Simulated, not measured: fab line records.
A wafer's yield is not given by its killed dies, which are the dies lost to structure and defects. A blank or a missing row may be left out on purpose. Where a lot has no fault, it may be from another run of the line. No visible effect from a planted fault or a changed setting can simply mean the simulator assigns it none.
Struck lot and sound lot, side by side :: flow ritCmos :: 15 steps out of a route of 202
Sound: these wafers, L866.2, L866.3, L866.6. Struck: wafer L874.6 (L874.2, L874.5, from the same lot, were not struck and are left out); the cause is given at the end.
For every step that has rows: the tool of each side, followed by ch and its chambers, followed by its first start. Under that, the readings that differ: sound wafers :: struck wafers :: difference of the means :: sigmas: that difference in standard deviations of wafers without a fault.
alike: same words and numbers on both sides, and readings whose means sit less than 2 such deviations apart. not compared: any withheld reading, any reading some wafer has no value for, any bound like >300 that may hide the same value, and any number with overlapping values for which the record gives no deviation.
A row with sigmas, a row that says differs or no value, or rows on one side alone: a step with any of these is where the two part. When numbers do not overlap yet have no deviation, they are printed without sigmas and do not part them. A reading that every wafer of one side lacks parts them only if that side has two wafers or more.

first, 1 step without rows for these wafers: RIT_ACTIVE_OXIDATION_01 (target thk 46.8 nm, ox time 3360 s).
RIT_ACTIVE_THK_MEAS_02:
  sound on filmMetro-02 at day 2 10:25; struck on filmMetro-04 at day 4 00:04
  alike: ACTIVE_OXIDE_THK
then, 1 step without rows for these wafers: RIT_ACTIVE_CVD_03 (deposits Si3N4 from SiH2Cl2/NH3, target thk 150 nm, time 1500 s).
RIT_ACTIVE_THK_MEAS_04:
  sound on filmMetro-04 at day 2 11:54; struck on filmMetro-04 at day 4 01:32
reading: ACTIVE_NITRIDE_THK (nm)
sound: 148.7 148.1 148.7
struck: 151.9
difference: +3.4
sigmas: +2
then, 6 steps without rows for these wafers: RIT_ACTIVE_HMDS_05 (prime time 60 s); RIT_ACTIVE_COAT_06 (resist thk 1000 nm); RIT_ACTIVE_SOFTBAKE_07 (time 60 s); RIT_ACTIVE_EXPOSE_08 (exposes mask M1, target cd 1400 nm); RIT_ACTIVE_PEB_09; RIT_ACTIVE_DEVELOP_10 (develop time 50 s).
RIT_ACTIVE_CD_MEAS_11 targets a cd of 1400 nm.
  sound on cdSem-01 at day 2 12:52; struck on cdSem-01 at day 4 02:35
  alike: cdNm
then, 1 step without rows for these wafers: RIT_ACTIVE_HARDBAKE_12 (time 60 s).
RIT_ACTIVE_ETCH_13: etches Si3N4 in SF6, stops on SiO2, time 210 s, target depth 210 nm.
  sound on rieDiel-01 ch 0,3, day 2 13:07; struck on rieDiel-03 ch 3, day 4 02:50
reading: oesProductAu (a.u.)
sound: 0.793 0.796 0.798
struck: 0.728
difference: -0.068
sigmas: -5

reading: model.NOVOLAK_of_ACTIVE_COAT_06.thkNm (nm)
sound: 661.4 657.5 659.4
struck: 760
difference: +101
sigmas: 

reading: model.etch.depthNm (nm)
sound: 148.7 148 148.6
struck: 117.1
difference: -31.3
sigmas: 

reading: model.ACTIVE.featureDepthNm (nm)
sound: 148.7 148 148.6
struck: 117.1
difference: -31.3
sigmas: 
  alike: chamberPressureMTorr, drypumpMotorCurrentA, throttleValvePct
  not compared: rfHoursCounterH
RIT_ACTIVE_STRIP_14: strips in O2, time 180 s.
  sound on plasmaAsher-03 ch 0,1, day 2 13:14; struck on plasmaAsher-02 ch 0, day 4 02:58
reading: drypumpMotorCurrentA (A)
sound: 5.1 5.1 5.2
struck: 6.4
difference: +1.3
sigmas: +2
  alike: chamberPressureMTorr
  not compared: rfHoursCounterH
-- the record jumps here: 2 days lie between the struck wafers' starts before and after (it left off in module ACTIVE and takes up again in module M1, whose first step shown is number 202 of the route) --
RIT_M1_PROBE_99:
  sound on prober-02 at day 4 15:47; struck on prober-02 at day 6 04:53
reading: killedAtFrontEnd
sound: 7 7 12
struck: 264
difference: +255
sigmas: +91

reading: killedDies
sound: 7 7 13
struck: 264
difference: +255
sigmas: +91

reading: killedOnRim
sound: 2 1 3
struck: 70
difference: +68
sigmas: +49

reading: killedOpen
sound: 5 4 7
struck: 1
difference: -4
sigmas: -2
  alike: killedAtContacts, killedShort

== WHERE THEY PART ==
At RIT_ACTIVE_THK_MEAS_04 first; at RIT_M1_PROBE_99 last (within this record only).

WHY: whatever the simulator had introduced
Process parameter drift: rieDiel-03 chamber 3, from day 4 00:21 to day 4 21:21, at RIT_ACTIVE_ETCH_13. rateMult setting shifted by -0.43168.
